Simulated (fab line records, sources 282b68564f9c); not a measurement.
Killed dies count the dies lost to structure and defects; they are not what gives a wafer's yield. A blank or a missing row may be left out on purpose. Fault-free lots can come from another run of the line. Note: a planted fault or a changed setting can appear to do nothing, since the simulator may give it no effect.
What tool caused it? || flow rit_cmos || Sampling: 14 lots, 42 wafers, 3 of 202 route steps

## WHAT THE GAUGES READ, wafer by wafer
RIT_ACTIVE_CD_MEAS_90: target cd 1400 nm. Usual: 1400.2 nm for cd_nm, sd 2.4.
{"lot": "L526", "measured": "day 1 15:11", "on": "cd_sem-01", "cd_nm (nm)": "1398.8 1397.9 1400.0", "flag": ""}
{"lot": "L528", "measured": "day 2 01:04", "on": "cd_sem-02", "cd_nm (nm)": "1404.8 1405.5 1404.9", "flag": ""}
{"lot": "L530", "measured": "day 2 11:08", "on": "cd_sem-02", "cd_nm (nm)": "1403.6 1400.2 1401.9", "flag": ""}
{"lot": "L531", "measured": "day 2 16:01", "on": "cd_sem-02", "cd_nm (nm)": "1399.0 1401.9 1401.6", "flag": ""}
{"lot": "L534", "measured": "day 3 07:55", "on": "cd_sem-02", "cd_nm (nm)": "1401.4 1400.9 1401.9", "flag": ""}
{"lot": "L536", "measured": "day 3 17:08", "on": "cd_sem-01", "cd_nm (nm)": "1399.9 1399.7 1400.0", "flag": ""}
{"lot": "L537", "measured": "day 3 22:28", "on": "cd_sem-02", "cd_nm (nm)": "1402.7 1398.6 1401.3", "flag": ""}
{"lot": "L540", "measured": "day 4 13:11", "on": "cd_sem-02", "cd_nm (nm)": "1399.4 1400.4 1400.6", "flag": ""}
{"lot": "L541", "measured": "day 4 18:01", "on": "cd_sem-02", "cd_nm (nm)": "1395.2 1397.0 1396.7", "flag": ""}
{"lot": "L542", "measured": "day 4 23:02", "on": "cd_sem-01", "cd_nm (nm)": "1398.7 1402.8 1398.5", "flag": ""}
{"lot": "L543", "measured": "day 5 04:15", "on": "cd_sem-02", "cd_nm (nm)": "1403.5 1403.0 1403.3", "flag": ""}
{"lot": "L546", "measured": "day 5 19:01", "on": "cd_sem-02", "cd_nm (nm)": "1399.8 1398.3 1399.6", "flag": ""}
{"lot": "L547", "measured": "day 6 00:28", "on": "cd_sem-01", "cd_nm (nm)": "1400.8 1399.7 1401.0", "flag": ""}
{"lot": "L549", "measured": "day 6 10:38", "on": "cd_sem-02", "cd_nm (nm)": "1400.9 1399.8 1399.3", "flag": ""}

RIT_SDANNEAL_RS_MEAS_07: a four-point-probe measurement. Usual: NLDD_RS 151.5 ohm/sq, standard deviation 0.48.
{"lot": "L526", "measured": "day 3 02:41", "on": "film_metro-03", "NLDD_RS (ohm/sq)": "151.1 151.6 151.7", "flag": ""}
{"lot": "L528", "measured": "day 3 16:04", "on": "film_metro-01", "NLDD_RS (ohm/sq)": "151.6 151.6 152.2", "flag": ""}
{"lot": "L530", "measured": "day 3 22:38", "on": "film_metro-03", "NLDD_RS (ohm/sq)": "151.8 151.7 151.5", "flag": ""}
{"lot": "L531", "measured": "day 4 03:53", "on": "film_metro-02", "NLDD_RS (ohm/sq)": "151.3 151.4 151.5", "flag": ""}
{"lot": "L534", "measured": "day 4 18:42", "on": "film_metro-02", "NLDD_RS (ohm/sq)": "151.2 150.9 152.1", "flag": ""}
{"lot": "L536", "measured": "day 5 06:20", "on": "film_metro-03", "NLDD_RS (ohm/sq)": "150.8 150.8 150.8", "flag": ""}
{"lot": "L537", "measured": "day 5 09:46", "on": "film_metro-03", "NLDD_RS (ohm/sq)": "151.3 151.1 150.9", "flag": ""}
{"lot": "L540", "measured": "day 5 23:03", "on": "film_metro-01", "NLDD_RS (ohm/sq)": "153.0 152.2 152.0", "flag": ""}
{"lot": "L541", "measured": "day 6 06:49", "on": "film_metro-01", "NLDD_RS (ohm/sq)": "151.1 151.0 150.9", "flag": ""}
{"lot": "L542", "measured": "day 6 14:11", "on": "film_metro-01", "NLDD_RS (ohm/sq)": "152.1 152.1 151.8", "flag": ""}
{"lot": "L543", "measured": "day 6 15:29", "on": "film_metro-01", "NLDD_RS (ohm/sq)": "152.2 151.4 151.8", "flag": ""}
{"lot": "L546", "measured": "day 7 08:25", "on": "film_metro-03", "NLDD_RS (ohm/sq)": "151.0 150.8 150.7", "flag": ""}
{"lot": "L547", "measured": "day 7 10:56", "on": "film_metro-02", "NLDD_RS (ohm/sq)": "150.4 151.0 150.8", "flag": ""}
{"lot": "L549", "measured": "day 7 20:23", "on": "film_metro-02", "NLDD_RS (ohm/sq)": "151.3 151.4 151.6", "flag": ""}

RIT_SILICIDE_RS_MEAS_02: a four-point-probe measurement. Usual: SILICIDE_TI_RS 47.8 ohm/sq, standard deviation 0.67.
{"lot": "L526", "measured": "day 3 02:58", "on": "film_metro-04", "SILICIDE_TI_RS (ohm/sq)": "46.1 47.0 47.1", "flag": ""}
{"lot": "L528", "measured": "day 3 16:22", "on": "film_metro-04", "SILICIDE_TI_RS (ohm/sq)": "48.0 47.9 47.9", "flag": ""}
{"lot": "L530", "measured": "day 3 22:55", "on": "film_metro-04", "SILICIDE_TI_RS (ohm/sq)": "48.3 47.8 48.7", "flag": ""}
{"lot": "L531", "measured": "day 4 04:10", "on": "film_metro-03", "SILICIDE_TI_RS (ohm/sq)": "47.9 47.8 46.7", "flag": ""}
{"lot": "L534", "measured": "day 4 18:59", "on": "film_metro-04", "SILICIDE_TI_RS (ohm/sq)": "48.9 47.7 47.8", "flag": ""}
{"lot": "L536", "measured": "day 5 06:37", "on": "film_metro-01", "SILICIDE_TI_RS (ohm/sq)": "47.7 47.7 47.8", "flag": ""}
{"lot": "L537", "measured": "day 5 10:04", "on": "film_metro-01", "SILICIDE_TI_RS (ohm/sq)": "48.2 47.8 48.1", "flag": ""}
{"lot": "L540", "measured": "day 5 23:20", "on": "film_metro-01", "SILICIDE_TI_RS (ohm/sq)": "48.4 48.7 48.4", "flag": ""}
{"lot": "L541", "measured": "day 6 07:06", "on": "film_metro-03", "SILICIDE_TI_RS (ohm/sq)": "48.6 47.1 48.9", "flag": ""}
{"lot": "L542", "measured": "day 6 14:28", "on": "film_metro-04", "SILICIDE_TI_RS (ohm/sq)": "47.8 47.5 47.3", "flag": ""}
{"lot": "L543", "measured": "day 6 15:46", "on": "film_metro-04", "SILICIDE_TI_RS (ohm/sq)": "48.1 47.3 47.2", "flag": ""}
{"lot": "L546", "measured": "day 7 08:42", "on": "film_metro-04", "SILICIDE_TI_RS (ohm/sq)": "47.5 48.1 48.3", "flag": ""}
{"lot": "L547", "measured": "day 7 11:13", "on": "film_metro-04", "SILICIDE_TI_RS (ohm/sq)": "47.6 48.4 46.9", "flag": ""}
{"lot": "L549", "measured": "day 7 20:40", "on": "film_metro-04", "SILICIDE_TI_RS (ohm/sq)": "47.2 47.7 47.7", "flag": ""}

## WHAT TOOL EACH LOT RAN ON (gives the tool, then ch and the chambers of the sampled wafers, and finally the start)
No process step before these readings appears in the record.

## AS READ BY THE TOOLS THEMSELVES (means over the sampled wafers that have a number; for cases with no such wafer, the mark the record gives instead)
The record holds no such reading with a usual standard deviation.

## THE ANSWER, worked out from the rows above alone
Rule: a lot is off if the mean of its wafers that have a number lies more than 3 standard deviations from the usual mean. Also off: a lot with no number at a reading for which 4 or more lots have one. The other lots that the step has rows for count as sound. After the gauges, taken in route order, come the tools' own readings; for these a lot's mean is taken, as printed above. At the first step where some lot is off, the reading lying furthest off is the one used; lots without a number count as furthest.
Nothing can be told from this: no lot is off at any reading shown.

## WHAT HAD BEEN PUT IN BY THE SIMULATOR
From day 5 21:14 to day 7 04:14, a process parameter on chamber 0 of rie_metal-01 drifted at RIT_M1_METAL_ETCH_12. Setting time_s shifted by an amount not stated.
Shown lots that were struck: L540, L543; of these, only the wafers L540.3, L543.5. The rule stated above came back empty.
